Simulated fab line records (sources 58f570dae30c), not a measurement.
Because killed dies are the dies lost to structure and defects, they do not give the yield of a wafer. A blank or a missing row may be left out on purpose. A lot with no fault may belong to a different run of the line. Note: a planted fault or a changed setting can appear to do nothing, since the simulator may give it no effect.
Problem report in the 8D (eight disciplines) form, filled by code    flow berkeleyCmos170    the parts of the form that need people (team, actions taken, sign-off) are left out

1. WHAT IS WRONG
cdNm at UCB170_M1_CD_MEAS_90 reads a mean of 687.4 nm on 6 wafers of 2 lots; wafers without a fault read 699.7 nm with a standard deviation of 1.9. That is -6.5 standard deviations from the usual mean.
The step: target cd 700 nm.
The first sign was on wafer L837.1 at day 9 18:23, on cdSem-01. The record has a number at this step for 42 wafers belonging to 14 lots. By rule, "out" or "out of limits" means more than 4 standard deviations away from the usual mean. Any other wafer with a number is counted as sound.

2. WHAT IT IS, AND WHAT IT ISN'T
question                     is                      is not
which readings at this step  cdNm                    -
which lots                   L837, L841              L830, L831, L833, L834, L835, L836, L839, L846, L848, L850, L851, L852
which wafers of those lots   all that have a number  -
read on which gauges         cdSem-01                cdSem-02
when                         from day 9 18:23        up to then (15 sound wafers); but 21 sound wafers of L836, L839, L846, L848, L850, L851, L852 came after

3. THE SUSPECTS, EACH WITH WHAT RULES IT OUT
Counting: a tool at a process step up to the reading stays a suspect if it ran every lot that is out and no sound lot after the first of them.
- the gauge at UCB170_M1_CD_MEAS_90: ruled out. All the wafers that are out were read on cdSem-01, but those of them that UCB170_M1_METAL_ETCH_12 has rows for are out there too, on other tools.
- rieMetal-04 at UCB170_M1_METAL_ETCH_12 (etches Al in Cl2/BCl3, stops on PSG, target depth 780 nm, time 130 s): kept. It processed each lot that is out, first L837 at day 9 18:08, and no sound lot thereafter; up to then, the last sound lot it processed was L835 at day 9 04:59. Out on those wafers are its own readings of rfFwdPowerW.
Left after counting: rieMetal-04 at UCB170_M1_METAL_ETCH_12.

4. THE CAUSE (what the simulator had put in)
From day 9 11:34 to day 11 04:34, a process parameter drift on rieMetal-04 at UCB170_M1_METAL_ETCH_12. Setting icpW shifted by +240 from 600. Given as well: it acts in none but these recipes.
Only this tool survived the counting.

5. THE CHAIN OF EFFECTS, in route order
Each row: a reading whose mean over the struck wafers that have a number lies more than 3 standard deviations from the usual. Only readings for which the record gives a usual standard deviation are gone through. hours: the time from each lot's start at the first step in this table that gives one to its start at this step, as a median over the lots. sigmas: the change in usual standard deviations.
hours  step                     reading       usual       on struck wafers  change  sigmas
0      UCB170_M1_METAL_ETCH_12  rfFwdPowerW   597.2 W     837.4             +240.1  +99 or more
0      UCB170_M1_STRIP_13       oesProductAu  0.720 a.u.  0.613             -0.107  -23
0      UCB170_M1_CD_MEAS_90     cdNm          699.7 nm    687.4             -12.3   -6.5
Its process steps:
- UCB170_M1_METAL_ETCH_12: etches Al in Cl2/BCl3, stops on PSG, target depth 780 nm, time 130 s.
- UCB170_M1_STRIP_13: strips in O2.
At these later measuring or inspecting steps, every struck wafer for which the step has a row has a number for every such reading, and none has moved that far: UCB170_M2_CD_MEAS_90, UCB170_M3_CD_MEAS_15, UCB170_M3_BOW_MEAS_20.

6. WHAT WOULD HAVE CAUGHT IT SOONER
In this record the first reading out of limits at a measuring or inspecting step was taken at day 9 18:23, 7 hours after the fault began at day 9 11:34.
Tool's own readings at UCB170_M1_METAL_ETCH_12, rfFwdPowerW: out on all struck wafers the step has rows for; an alarm limit on them would have tripped on the first.
Lots out: 2; of these, L841 started UCB170_M1_METAL_ETCH_12 on rieMetal-04 after day 9 18:23. A tool hold placed at that time would have kept it from harm.
